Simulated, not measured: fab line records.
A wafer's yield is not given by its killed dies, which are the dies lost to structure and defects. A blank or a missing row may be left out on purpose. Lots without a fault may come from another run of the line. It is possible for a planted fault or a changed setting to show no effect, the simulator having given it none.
Which of the tools did it? || flow berkeley_cmos170 || 13 lots, 39 wafers sampled, at 4 steps of a route of 331

## WHAT THE GAUGES READ, wafer by wafer
UCB170_PWELL_THK_MEAS_03. Usual: PWELL_OXIDE_THK gives 26.5 nm (standard deviation 0.4).
{"lot": "L694", "measured": "day 2 15:16", "on": "film_metro-03", "PWELL_OXIDE_THK (nm)": "25.9 26.8 26.4", "flag": ""}
{"lot": "L695", "measured": "day 2 22:13", "on": "film_metro-02", "PWELL_OXIDE_THK (nm)": "26.3 26.6 26.6", "flag": ""}
{"lot": "L696", "measured": "day 3 04:41", "on": "film_metro-02", "PWELL_OXIDE_THK (nm)": "26.0 26.3 26.6", "flag": ""}
{"lot": "L697", "measured": "day 3 09:21", "on": "film_metro-02", "PWELL_OXIDE_THK (nm)": "25.9 25.7 26.0", "flag": ""}
{"lot": "L698", "measured": "day 3 09:21", "on": "film_metro-03", "PWELL_OXIDE_THK (nm)": "26.7 26.5 26.5", "flag": ""}
{"lot": "L699", "measured": "day 3 22:33", "on": "film_metro-03", "PWELL_OXIDE_THK (nm)": "26.3 26.4 26.2", "flag": ""}
{"lot": "L700", "measured": "day 3 22:34", "on": "film_metro-01", "PWELL_OXIDE_THK (nm)": "26.6 25.9 26.5", "flag": ""}
{"lot": "L701", "measured": "day 3 22:34", "on": "film_metro-02", "PWELL_OXIDE_THK (nm)": "26.5 26.2 26.7", "flag": ""}
{"lot": "L704", "measured": "day 4 22:34", "on": "film_metro-02", "PWELL_OXIDE_THK (nm)": "27.4 27.2 27.3", "flag": ""}
{"lot": "L707", "measured": "day 5 18:47", "on": "film_metro-01", "PWELL_OXIDE_THK (nm)": "26.0 25.8 26.1", "flag": ""}
{"lot": "L711", "measured": "day 6 11:19", "on": "film_metro-03", "PWELL_OXIDE_THK (nm)": "26.4 26.3 26.5", "flag": ""}
{"lot": "L712", "measured": "day 6 11:20", "on": "film_metro-01", "PWELL_OXIDE_THK (nm)": "26.1 26.1 26.0", "flag": ""}
{"lot": "L713", "measured": "day 7 00:01", "on": "film_metro-01", "PWELL_OXIDE_THK (nm)": "27.2 27.4 27.4", "flag": ""}

UCB170_GATE_THK_MEAS_05. Usual: GATE_POLY_THK gives 213.3 nm (standard deviation 2.1).
{"lot": "L694", "measured": "day 6 09:49", "on": "film_metro-03", "GATE_POLY_THK (nm)": "218.5 219.4 216.1", "flag": ""}
{"lot": "L695", "measured": "day 6 09:47", "on": "film_metro-04", "GATE_POLY_THK (nm)": "213.8 214.8 214.2", "flag": ""}
{"lot": "L696", "measured": "day 6 20:27", "on": "film_metro-02", "GATE_POLY_THK (nm)": "212.5 214.6 214.2", "flag": ""}
{"lot": "L697", "measured": "day 7 02:10", "on": "film_metro-03", "GATE_POLY_THK (nm)": "213.1 212.7 212.8", "flag": ""}
{"lot": "L698", "measured": "day 7 02:10", "on": "film_metro-04", "GATE_POLY_THK (nm)": "212.1 213.9 210.8", "flag": ""}
{"lot": "L699", "measured": "day 7 07:12", "on": "film_metro-04", "GATE_POLY_THK (nm)": "209.7 209.7 210.0", "flag": ""}
{"lot": "L700", "measured": "day 7 07:13", "on": "film_metro-03", "GATE_POLY_THK (nm)": "214.0 214.2 213.9", "flag": ""}
{"lot": "L701", "measured": "day 7 07:14", "on": "film_metro-02", "GATE_POLY_THK (nm)": "215.0 213.7 213.8", "flag": ""}
{"lot": "L704", "measured": "day 8 05:57", "on": "film_metro-04", "GATE_POLY_THK (nm)": "212.5 211.6 213.4", "flag": ""}
{"lot": "L707", "measured": "day 8 21:39", "on": "film_metro-04", "GATE_POLY_THK (nm)": "210.4 210.6 211.5", "flag": ""}
{"lot": "L711", "measured": "day 9 17:18", "on": "film_metro-02", "GATE_POLY_THK (nm)": "212.2 213.1 210.2", "flag": ""}
{"lot": "L712", "measured": "day 9 17:19", "on": "film_metro-04", "GATE_POLY_THK (nm)": "213.2 213.0 215.0", "flag": ""}
{"lot": "L713", "measured": "day 9 23:53", "on": "film_metro-02", "GATE_POLY_THK (nm)": "211.2 212.9 210.1", "flag": ""}

UCB170_GATE_CD_MEAS_12: the cd target is 350 nm. Usual: cd_nm 350.1 nm, standard deviation 1.3.
{"lot": "L694", "measured": "day 6 11:42", "on": "cd_sem-02", "cd_nm (nm)": "349.3 350.7 350.0", "flag": ""}
{"lot": "L695", "measured": "day 6 11:48", "on": "cd_sem-02", "cd_nm (nm)": "350.9 350.6 349.9", "flag": ""}
{"lot": "L696", "measured": "day 6 22:23", "on": "cd_sem-02", "cd_nm (nm)": "349.4 350.8 348.5", "flag": ""}
{"lot": "L697", "measured": "day 7 03:25", "on": "cd_sem-02", "cd_nm (nm)": "351.5 349.9 350.2", "flag": ""}
{"lot": "L698", "measured": "day 7 03:12", "on": "cd_sem-02", "cd_nm (nm)": "351.8 350.5 350.2", "flag": ""}
{"lot": "L699", "measured": "day 7 08:37", "on": "cd_sem-01", "cd_nm (nm)": "350.6 351.5 351.0", "flag": ""}
{"lot": "L700", "measured": "day 7 08:50", "on": "cd_sem-01", "cd_nm (nm)": "351.9 352.0 349.9", "flag": ""}
{"lot": "L701", "measured": "day 7 08:56", "on": "cd_sem-02", "cd_nm (nm)": "348.8 349.4 349.5", "flag": ""}
{"lot": "L704", "measured": "day 8 07:14", "on": "cd_sem-01", "cd_nm (nm)": "349.4 351.6 349.9", "flag": ""}
{"lot": "L707", "measured": "day 8 23:58", "on": "cd_sem-02", "cd_nm (nm)": "325.1 338.5 344.8 324.9 338.7 345.1", "flag": "OFF"}
{"lot": "L711", "measured": "day 9 18:19", "on": "cd_sem-01", "cd_nm (nm)": "349.8 348.9 348.3", "flag": ""}
{"lot": "L712", "measured": "day 9 18:40", "on": "cd_sem-02", "cd_nm (nm)": "347.6 348.3 349.4", "flag": ""}
{"lot": "L713", "measured": "day 10 01:59", "on": "cd_sem-02", "cd_nm (nm)": "351.7 352.4 352.3", "flag": ""}

## WHICH TOOL RAN EACH LOT (tool, then ch and the chambers of the sampled wafers, then the start)
{"lot": "L694", "UCB170_GATE_EXPOSE_09": "krf_scanner-01 ch 0, day 6 10:47"}
{"lot": "L695", "UCB170_GATE_EXPOSE_09": "krf_scanner-01 ch 0, day 6 10:52"}
{"lot": "L696", "UCB170_GATE_EXPOSE_09": "krf_scanner-01 ch 0, day 6 21:24"}
{"lot": "L697", "UCB170_GATE_EXPOSE_09": "krf_scanner-02 ch 0, day 7 02:56"}
{"lot": "L698", "UCB170_GATE_EXPOSE_09": "krf_scanner-01 ch 0, day 7 02:41"}
{"lot": "L699", "UCB170_GATE_EXPOSE_09": "krf_scanner-02 ch 0, day 7 07:49"}
{"lot": "L700", "UCB170_GATE_EXPOSE_09": "krf_scanner-02 ch 0, day 7 07:58"}
{"lot": "L701", "UCB170_GATE_EXPOSE_09": "krf_scanner-01 ch 0, day 7 08:22"}
{"lot": "L704", "UCB170_GATE_EXPOSE_09": "krf_scanner-02 ch 0, day 8 06:50"}
{"lot": "L707", "UCB170_GATE_EXPOSE_09": "krf_scanner-01 ch 0, day 8 23:08"}
{"lot": "L711", "UCB170_GATE_EXPOSE_09": "krf_scanner-02 ch 0, day 9 17:56"}
{"lot": "L712", "UCB170_GATE_EXPOSE_09": "krf_scanner-02 ch 0, day 9 18:05"}
{"lot": "L713", "UCB170_GATE_EXPOSE_09": "krf_scanner-02 ch 0, day 10 01:23"}
- UCB170_GATE_EXPOSE_09: exposes mask POLY, target cd 350 nm.

## AS READ BY THE TOOLS THEMSELVES (means over the sampled wafers that have a number; for cases with no such wafer, the mark the record gives instead)
UCB170_GATE_EXPOSE_09. Usual: exposure_dose_mJ_cm2 20.993, standard deviation 0.021.
{"lot": "L694", "tool": "krf_scanner-01", "exposure_dose_mJ_cm2": 20.990, "flag": ""}
{"lot": "L695", "tool": "krf_scanner-01", "exposure_dose_mJ_cm2": 21.001, "flag": ""}
{"lot": "L696", "tool": "krf_scanner-01", "exposure_dose_mJ_cm2": 20.989, "flag": ""}
{"lot": "L697", "tool": "krf_scanner-02", "exposure_dose_mJ_cm2": 20.999, "flag": ""}
{"lot": "L698", "tool": "krf_scanner-01", "exposure_dose_mJ_cm2": 21.010, "flag": ""}
{"lot": "L699", "tool": "krf_scanner-02", "exposure_dose_mJ_cm2": 20.980, "flag": ""}
{"lot": "L700", "tool": "krf_scanner-02", "exposure_dose_mJ_cm2": 20.983, "flag": ""}
{"lot": "L701", "tool": "krf_scanner-01", "exposure_dose_mJ_cm2": 21.015, "flag": ""}
{"lot": "L704", "tool": "krf_scanner-02", "exposure_dose_mJ_cm2": 20.972, "flag": ""}
{"lot": "L707", "tool": "krf_scanner-01", "exposure_dose_mJ_cm2": 20.575, "flag": "OFF"}
{"lot": "L711", "tool": "krf_scanner-02", "exposure_dose_mJ_cm2": 20.984, "flag": ""}
{"lot": "L712", "tool": "krf_scanner-02", "exposure_dose_mJ_cm2": 20.996, "flag": ""}
{"lot": "L713", "tool": "krf_scanner-02", "exposure_dose_mJ_cm2": 20.983, "flag": ""}

## THE ANSWER, worked out from the rows above alone
Rule: a lot counts as off when the mean over its wafers that have a number is more than 3 standard deviations away from the usual mean. A lot without any number at a reading at which 4 lots or more have one is off too. Any other lot the step has rows for is counted as sound. The gauges are gone through in route order, then the tools' own readings, and for those a lot's mean is taken as printed above. The first step at which some lot is off is used, and at that step the reading that is off furthest; a lot without a number counts as furthest.
Off at UCB170_GATE_CD_MEAS_12 (cd_nm): L707.
A tool fits if, at a process step before that reading, it ran every lot that is off, and no sound lot after the first of them. The gauges at UCB170_GATE_CD_MEAS_12 aren't tried: what is off there is off at UCB170_GATE_EXPOSE_09 too, on other tools, and a gauge's error can't cause that. One candidate fits, namely krf_scanner-01 at UCB170_GATE_EXPOSE_09. A fault onset in the window from L701 (day 7 08:22, its last sound lot) to L707 (day 8 23:08, its first lot off) fits.
The tool's own readings at UCB170_GATE_EXPOSE_09 bear it out: on the lots that are off they differ by more than 5 times the standard deviation of the sound lots' means. exposure_dose_mJ_cm2 reads 20.575 there against 20.992 on the sound lots.

## WHAT WAS PUT IN BY THE SIMULATOR
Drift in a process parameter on krf_scanner-01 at UCB170_GATE_EXPOSE_09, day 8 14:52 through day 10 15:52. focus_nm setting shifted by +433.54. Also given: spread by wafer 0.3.
Shown lots that were struck: L707. The rule given above showed the same thing.
